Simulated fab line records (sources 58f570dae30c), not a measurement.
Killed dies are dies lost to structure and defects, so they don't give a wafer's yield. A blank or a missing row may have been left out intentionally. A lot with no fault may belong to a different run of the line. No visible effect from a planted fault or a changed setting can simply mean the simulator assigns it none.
Which tool did it? -- flow berkeley cmos170 -- 7 lots, 21 wafers sampled, at 4 steps of a route of 331

== WHAT THE GAUGES READ, wafer by wafer ==
UCB170_GATE_CD_MEAS_12: the cd target is 350 nm.
lot,measured,on,cd nm (nm)
L389,day 7 14:12,cd sem-02,350.8 349.9 351.3
L390,day 8 14:12,cd sem-01,349.7 348.8 349.4
L397,day 10 16:04,cd sem-01,319.6 333.5 342.0 320.0 333.7 342.0
L400,day 10 16:27,cd sem-02,324.4 326.8 322.3 324.7 327.1 322.5
L405,day 12 00:42,cd sem-02,348.8 348.1 348.5
L406,day 12 05:55,cd sem-02,348.7 350.2 348.1
L410,day 12 16:14,cd sem-01,348.7 348.1 348.2

== TOOL THAT RAN EACH LOT (tool first, then ch and the chambers of the sampled wafers, then the start) ==
lot,UCB170_ACTIVE_ETCH_15,UCB170_PVT_STRIP_08,UCB170_GATE_EXPOSE_09
L389,"rie diel-04 ch 0,1,3, day 5 08:51","plasma asher-01 ch 0,1, day 7 01:40","krf scanner-02 ch 0, day 7 13:22"
L390,"rie diel-01 ch 2,3, day 6 02:49","plasma asher-01 ch 0,1, day 7 17:56","krf scanner-01 ch 0, day 8 13:43"
L397,"rie diel-01 ch 0,2,3, day 7 12:29","plasma asher-03 ch 0,1, day 9 13:17","krf scanner-02 ch 0, day 10 15:23"
L400,"rie diel-03 ch 0,1,3, day 7 12:07","plasma asher-03 ch 0,1, day 9 13:41","krf scanner-02 ch 0, day 10 15:58"
L405,"rie diel-03 ch 0,1, day 9 02:40","plasma asher-01 ch 0,1, day 11 11:44","krf scanner-01 ch 0, day 12 00:05"
L406,"rie diel-01 ch 0,3, day 9 14:01","plasma asher-04 ch 0,1, day 11 16:15","krf scanner-01 ch 0, day 12 05:22"
L410,"rie diel-03 ch 0,1,2, day 10 03:53","plasma asher-04 ch 0,1, day 12 04:22","krf scanner-01 ch 0, day 12 15:37"
- UCB170_ACTIVE_ETCH_15: etches Si3N4 in CH3F/Ar/O2, stops on SiO2, target depth 242 nm, time 151 s.
- UCB170_PVT_STRIP_08: strips in O2.
- UCB170_GATE_EXPOSE_09: exposes mask POLY, target cd 350 nm.

== THE ANSWER, worked out from the rows above alone ==
Rule: what is usual is taken from the lots themselves. The widest of any qualifying gaps counts: lots, ordered by their means at a reading, are off when they make up no more than a third of the lots, leave a main group of 4 or more, and stand apart from it by 3 or more times the standard deviation of that group's means. A main group is skipped when, at the precision printed for the reading in the tables above, its means are all equal. Also off: a lot with no number at a reading for which 4 or more lots have one. All remaining lots with rows at the step are treated as sound.
Off at UCB170_GATE_CD_MEAS_12 (cd nm): L397, L400. For the main group the mean is 349.2 nm and the standard deviation 0.83.
A tool fits if, at a process step before that reading, it ran every lot that is off, and no sound lot after the first of them. Gauges at UCB170_GATE_CD_MEAS_12: tried the same way as those tools. Undecided on this evidence; 2 tools fit (plasma asher-03 at UCB170_PVT_STRIP_08, krf scanner-02 at UCB170_GATE_EXPOSE_09).

== WHAT THE SIMULATOR HAD PUT IN ==
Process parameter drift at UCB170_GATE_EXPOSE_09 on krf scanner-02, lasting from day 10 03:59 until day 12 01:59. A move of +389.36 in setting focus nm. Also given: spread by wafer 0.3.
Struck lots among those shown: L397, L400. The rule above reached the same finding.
